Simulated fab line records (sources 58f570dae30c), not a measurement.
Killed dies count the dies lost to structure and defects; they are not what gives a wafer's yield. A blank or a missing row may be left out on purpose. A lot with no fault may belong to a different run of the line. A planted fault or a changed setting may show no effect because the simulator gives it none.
Matching of chambers :: flow berkeley cmos170 :: 4 sister chambers for UCB170_SPACER_ETCHBACK_03 on rie diel-04
The step etches SiO2 in CHF3/CF4/Ar, stops on Si, target depth 376 nm, time 100 s. 14 wafers are shown with their chamber, then 7 later ones without.

== WAFERS PAIRED WITH THEIR CHAMBERS ==
wafer: L589.1
chamber: 0
throttle valve pct (%): 6.36
oes product au (a.u.): 0.891

wafer: L589.2
chamber: 2
throttle valve pct (%): 6.53
oes product au (a.u.): 0.888

wafer: L589.4
chamber: 1
throttle valve pct (%): 6.45
oes product au (a.u.): 0.912

wafer: L594.3
chamber: 2
throttle valve pct (%): 6.52
oes product au (a.u.): 0.879

wafer: L594.5
chamber: 2
throttle valve pct (%): 6.52
oes product au (a.u.): 0.904

wafer: L594.6
chamber: 3
throttle valve pct (%): 6.56
oes product au (a.u.): 0.879

wafer: L595.1
chamber: 2
throttle valve pct (%): 6.52
oes product au (a.u.): 0.902

wafer: L595.4
chamber: 0
throttle valve pct (%): 6.38
oes product au (a.u.): 0.912

wafer: L595.6
chamber: 2
throttle valve pct (%): 6.53
oes product au (a.u.): 0.908

wafer: L599.1
chamber: 1
throttle valve pct (%): 6.44
oes product au (a.u.): 0.901

wafer: L599.3
chamber: 0
throttle valve pct (%): 6.37
oes product au (a.u.): 0.906

wafer: L599.6
chamber: 1
throttle valve pct (%): 6.44
oes product au (a.u.): 0.909

wafer: L596.1
chamber: 2
throttle valve pct (%): 6.53
oes product au (a.u.): 0.900

wafer: L596.2
chamber: 0
throttle valve pct (%): 6.38
oes product au (a.u.): 0.916

SIGNATURES (means of the wafers above)
reading: throttle valve pct
chamber 0: 6.3725
chamber 1: 6.4433
chamber 2: 6.5250
chamber 3: 6.5600
scatter within a chamber: 0.00701

reading: oes product au
chamber 0: 0.90625
chamber 1: 0.90733
chamber 2: 0.89683
chamber 3: 0.87900
scatter within a chamber: 0.0102
Rule: distance of a wafer from a chamber = root of the sum over the readings of ((wafer's reading minus chamber's mean) / reading's scatter) squared. If the next closest chamber is less than 2 further off than the closest, the wafer can't be placed; otherwise it belongs to the closest. The scatter is the square root of a quotient: the sum, over the shown wafers, of each reading's squared deviation from its chamber's mean, divided by wafers minus chambers.

== WAFERS WHOSE CHAMBER IS MISSING ==
wafer: L596.6
throttle valve pct (%): 6.58
oes product au (a.u.): 0.910

wafer: L601.3
throttle valve pct (%): 6.45
oes product au (a.u.): 0.890

wafer: L601.4
throttle valve pct (%): 6.57
oes product au (a.u.): 0.896

wafer: L601.5
throttle valve pct (%): 6.58
oes product au (a.u.): 0.897

wafer: L610.2
throttle valve pct (%): 6.38
oes product au (a.u.): 0.894

wafer: L610.3
throttle valve pct (%): 6.57
oes product au (a.u.): 0.908

wafer: L610.6
throttle valve pct (%): 6.58
oes product au (a.u.): 0.898

== WHICH CHAMBER EACH ONE RAN IN ==
wafer: L596.6
from the rows above: 3
in truth: 3

wafer: L601.3
from the rows above: 1
in truth: 1

wafer: L601.4
from the rows above: 3
in truth: 3

wafer: L601.5
from the rows above: 3
in truth: 3

wafer: L610.2
from the rows above: 0
in truth: 0

wafer: L610.3
from the rows above: 3
in truth: 3

wafer: L610.6
from the rows above: 3
in truth: 3
Correctly placed: 7 of 7. From these rows, 0 cannot be placed. Wrongly placed: 0.
